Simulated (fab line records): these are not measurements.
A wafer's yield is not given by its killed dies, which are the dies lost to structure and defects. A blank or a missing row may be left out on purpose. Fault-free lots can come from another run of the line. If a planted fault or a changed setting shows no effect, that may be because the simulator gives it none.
Struck lot and sound lot, side by side | flow rit_cmos | 19 out of 202 route steps
Sound: wafers L319.1, L319.3, L319.5. The struck wafers were L328.3, L328.5, L328.6. The cause is named last.
For every step that has rows: the tool of each side, followed by ch and its chambers, followed by its first start. Under that, the readings that differ: sound wafers | struck wafers | difference of the means | sigmas: that difference in standard deviations of wafers without a fault.
alike: words and numbers the same on both sides, and readings whose means are apart by under 2 such deviations; not compared: readings that were withheld, readings missing a value for some wafer, numbers with overlapping values and no deviation given by the record, and bounds like >300 which may hide the same value.
Wherever a step has rows on one side only, a row that says differs or no value, or a row with sigmas, the two part there. Numbers that have no deviation but don't overlap get no sigmas and don't part them. A reading that every wafer of one side lacks parts them only if that side has two wafers or more.

first, 2 steps without rows for these wafers: RIT_NWELL_HARDBAKE_07 (time 120 s); RIT_NWELL_IMPLANT_08.
RIT_NWELL_STRIP_09: strips in O2, time 180 s.
  sound on plasma_asher-03 ch 0,1, day 1 22:58; struck on plasma_asher-01 ch 0,1, day 3 20:38
  alike: drypump_motor_current_A
  not compared: rf_hours_counter_h
RIT_NWELL_TW_MEAS_10:
  sound on film_metro-03, day 1 23:08; struck on film_metro-03, day 3 20:47
  alike: NWELL_TW
then, 6 steps without rows for these wafers: RIT_PWELL_HMDS_00 (prime time 60 s); RIT_PWELL_COAT_01 (resist thk 1300 nm); RIT_PWELL_SOFTBAKE_02 (time 60 s); RIT_PWELL_EXPOSE_03 (exposes mask M3, target cd 43700 nm); RIT_PWELL_PEB_04; RIT_PWELL_DEVELOP_05 (develop time 68 s).
RIT_PWELL_OVL_MEAS_06:
  sound on overlay-01, day 2 00:05; struck on overlay-01, day 3 21:50
  reading        | sound         | struck         | difference | sigmas
  PWELL_OVL (nm) | -0.3 0.2 -0.1 | -2.6 -1.5 -3.4 | -2.4       | -2
then, 1 step without rows for these wafers: RIT_PWELL_HARDBAKE_07 (time 120 s).
RIT_PWELL_IMPLANT_08:
  sound on implanter-04 ch 0, day 2 00:22; struck on implanter-04 ch 0, day 3 22:10
  reading       | sound                         | struck                       | difference | sigmas
  dose_ions_cm2 | 7.007e+13 7.003e+13 7.011e+13 | 6.642e+13 6.65e+13 6.654e+13 | -3.583e+12 | -53
  alike: tilt_deg
RIT_PWELL_STRIP_09: strips in O2, time 180 s.
  sound on plasma_asher-03 ch 0,1, day 2 00:31; struck on plasma_asher-02 ch 0,1, day 3 22:19
  alike: drypump_motor_current_A
  not compared: rf_hours_counter_h
RIT_PWELL_TW_MEAS_10:
  sound on film_metro-02, day 2 00:41; struck on film_metro-02, day 3 22:28
  reading  | sound       | struck      | difference | sigmas
  PWELL_TW | 936 943 943 | 924 923 929 | -15        | -2
then, 1 step without rows for these wafers: RIT_WELLDRIVE_ANNEAL_00 (time 14700 s).
RIT_WELLDRIVE_RS_MEAS_01: measurement is done with a four-point probe.
  sound on film_metro-01, day 2 05:50; struck on film_metro-01, day 4 07:02
  alike: NWELL_RS
RIT_WELLDRIVE_RS_MEAS_02: measurement is done with a four-point probe.
  sound on film_metro-01, day 2 05:57; struck on film_metro-01, day 4 07:10
  reading           | sound             | struck            | difference | sigmas
  PWELL_RS (ohm/sq) | 431.2 429.5 429.3 | 442.9 443.3 443.8 | +13.3      | +12
then, 1 step without rows for these wafers: RIT_NRETRO_HMDS_00 (prime time 60 s).

WHERE THEY PART
Earliest at RIT_PWELL_OVL_MEAS_06; latest, in this record, at RIT_WELLDRIVE_RS_MEAS_02.

WHY: whatever the simulator had introduced
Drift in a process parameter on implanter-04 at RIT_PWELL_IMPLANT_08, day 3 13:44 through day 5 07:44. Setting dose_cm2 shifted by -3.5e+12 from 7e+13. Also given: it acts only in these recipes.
